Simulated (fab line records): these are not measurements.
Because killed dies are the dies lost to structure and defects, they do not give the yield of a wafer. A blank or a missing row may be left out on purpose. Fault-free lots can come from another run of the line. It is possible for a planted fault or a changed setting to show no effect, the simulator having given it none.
Shared-tool check :: flow rit_cmos :: Sample size 14 lots and 42 wafers

== THE REASON FOR OPENING IT ==
RIT_WELLDRIVE_RS_MEAS_02, reading PWELL_RS: flagged on 2 of 14 lots. No-fault wafers: 429.0 ohm/sq, standard deviation 1.2.
Rule: a lot is flagged in two cases, either no wafer of it has a number, or all its wafers with numbers fall more than 4 standard deviations from that mean. All remaining lots are regarded as sound.

lot: L614
measured: day 2 04:11
on: film_metro-04
PWELL_RS (ohm/sq), wafer by wafer: 428.8 429.0 428.8
flag: 

lot: L615
measured: day 2 09:22
on: film_metro-04
PWELL_RS (ohm/sq), wafer by wafer: 427.5 430.8 429.3
flag: 

lot: L616
measured: day 2 14:43
on: film_metro-01
PWELL_RS (ohm/sq), wafer by wafer: 428.0 429.0 428.6
flag: 

lot: L617
measured: day 2 20:05
on: film_metro-01
PWELL_RS (ohm/sq), wafer by wafer: 430.6 430.1 429.5
flag: 

lot: L618
measured: day 3 00:17
on: film_metro-02
PWELL_RS (ohm/sq), wafer by wafer: 427.8 430.7 430.6
flag: 

lot: L619
measured: day 3 05:07
on: film_metro-01
PWELL_RS (ohm/sq), wafer by wafer: 427.5 429.7 429.9
flag: 

lot: L620
measured: day 3 09:49
on: film_metro-01
PWELL_RS (ohm/sq), wafer by wafer: 430.6 430.0 430.7
flag: 

lot: L623
measured: day 4 01:47
on: film_metro-04
PWELL_RS (ohm/sq), wafer by wafer: 429.2 428.5 428.1
flag: 

lot: L624
measured: day 4 06:32
on: film_metro-04
PWELL_RS (ohm/sq), wafer by wafer: 428.7 428.6 429.1
flag: 

lot: L626
measured: day 4 16:40
on: film_metro-01
PWELL_RS (ohm/sq), wafer by wafer: 431.1 432.3 429.9
flag: 

lot: L627
measured: day 4 21:57
on: film_metro-02
PWELL_RS (ohm/sq), wafer by wafer: 427.4 427.3 426.6
flag: 

lot: L628
measured: day 5 03:02
on: film_metro-02
PWELL_RS (ohm/sq), wafer by wafer: 430.3 429.3 430.1
flag: 

lot: L632
measured: day 5 22:53
on: film_metro-01
PWELL_RS (ohm/sq), wafer by wafer: 442.0 442.3 443.8
flag: FLAGGED

lot: L633
measured: day 6 04:32
on: film_metro-04
PWELL_RS (ohm/sq), wafer by wafer: 444.4 444.0 443.6
flag: FLAGGED
The mean of the flagged lots' numbers is 443.4 ohm/sq, +14.4 ohm/sq from the usual (+12 standard deviations).

== EACH LOT AND THE TOOL IT RAN ON ==
The record holds 1 process step before the reading, out of a route of 202 steps. Cell contents, in order: the tool; ch with the chambers the sampled wafers went through; the start.
lot: L614
flag: 
RIT_PWELL_IMPLANT_08: implanter-04 ch 0, day 1 22:36

lot: L615
flag: 
RIT_PWELL_IMPLANT_08: implanter-04 ch 0, day 2 03:47

lot: L616
flag: 
RIT_PWELL_IMPLANT_08: implanter-03 ch 0, day 2 09:07

lot: L617
flag: 
RIT_PWELL_IMPLANT_08: implanter-01 ch 0, day 2 14:31

lot: L618
flag: 
RIT_PWELL_IMPLANT_08: implanter-01 ch 0, day 2 18:42

lot: L619
flag: 
RIT_PWELL_IMPLANT_08: implanter-03 ch 0, day 2 23:32

lot: L620
flag: 
RIT_PWELL_IMPLANT_08: implanter-04 ch 0, day 3 04:14

lot: L623
flag: 
RIT_PWELL_IMPLANT_08: implanter-03 ch 0, day 3 20:12

lot: L624
flag: 
RIT_PWELL_IMPLANT_08: implanter-01 ch 0, day 4 00:20

lot: L626
flag: 
RIT_PWELL_IMPLANT_08: implanter-01 ch 0, day 4 10:10

lot: L627
flag: 
RIT_PWELL_IMPLANT_08: implanter-04 ch 0, day 4 15:43

lot: L628
flag: 
RIT_PWELL_IMPLANT_08: implanter-03 ch 0, day 4 20:32

lot: L632
flag: FLAGGED
RIT_PWELL_IMPLANT_08: implanter-04 ch 0, day 5 17:19

lot: L633
flag: FLAGGED
RIT_PWELL_IMPLANT_08: implanter-04 ch 0, day 5 22:58
What is done by these steps:
- RIT_PWELL_IMPLANT_08
- RIT_WELLDRIVE_RS_MEAS_02: measures by four-point-probe.

== FLAGGED AGAINST TOTAL, ONE TOOL AT A TIME (gauges that did the reading follow at the end) ==
step: RIT_PWELL_IMPLANT_08
tool: implanter-01
lots run: 4
flagged: 0
share of the flagged lots: none
sound lots run after its first flagged lot: -

step: RIT_PWELL_IMPLANT_08
tool: implanter-03
lots run: 4
flagged: 0
share of the flagged lots: none
sound lots run after its first flagged lot: -

step: RIT_PWELL_IMPLANT_08
tool: implanter-04
lots run: 6
flagged: 2
share of the flagged lots: all
sound lots run after its first flagged lot: 0

step: RIT_WELLDRIVE_RS_MEAS_02
tool: film_metro-01
lots run: 6
flagged: 1
share of the flagged lots: some
sound lots run after its first flagged lot: 0

step: RIT_WELLDRIVE_RS_MEAS_02
tool: film_metro-02
lots run: 3
flagged: 0
share of the flagged lots: none
sound lots run after its first flagged lot: -

step: RIT_WELLDRIVE_RS_MEAS_02
tool: film_metro-04
lots run: 5
flagged: 1
share of the flagged lots: some
sound lots run after its first flagged lot: 0

== THE TABLE: WHAT IT ALLOWS ==
Rows of the table that ran each flagged lot: 1, that is implanter-04 at RIT_PWELL_IMPLANT_08.
- implanter-04 at RIT_PWELL_IMPLANT_08 ran 6 lots, 2 of them flagged. A fault beginning between L627 (day 4 15:43), its last sound lot, and L632 (day 5 17:19), its first flagged one, fits the data. Its own readings lie more than 4 standard deviations out on every wafer of the flagged lots: dose_ions_cm2.
Left over: one tool, implanter-04 at RIT_PWELL_IMPLANT_08.

== WHAT THE SIMULATOR HAD INSERTED ==
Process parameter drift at RIT_PWELL_IMPLANT_08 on implanter-04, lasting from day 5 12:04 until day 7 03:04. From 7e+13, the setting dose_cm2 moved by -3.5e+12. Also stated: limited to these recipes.
Lots struck among those shown: L632, L633. The same result came from the rule above.
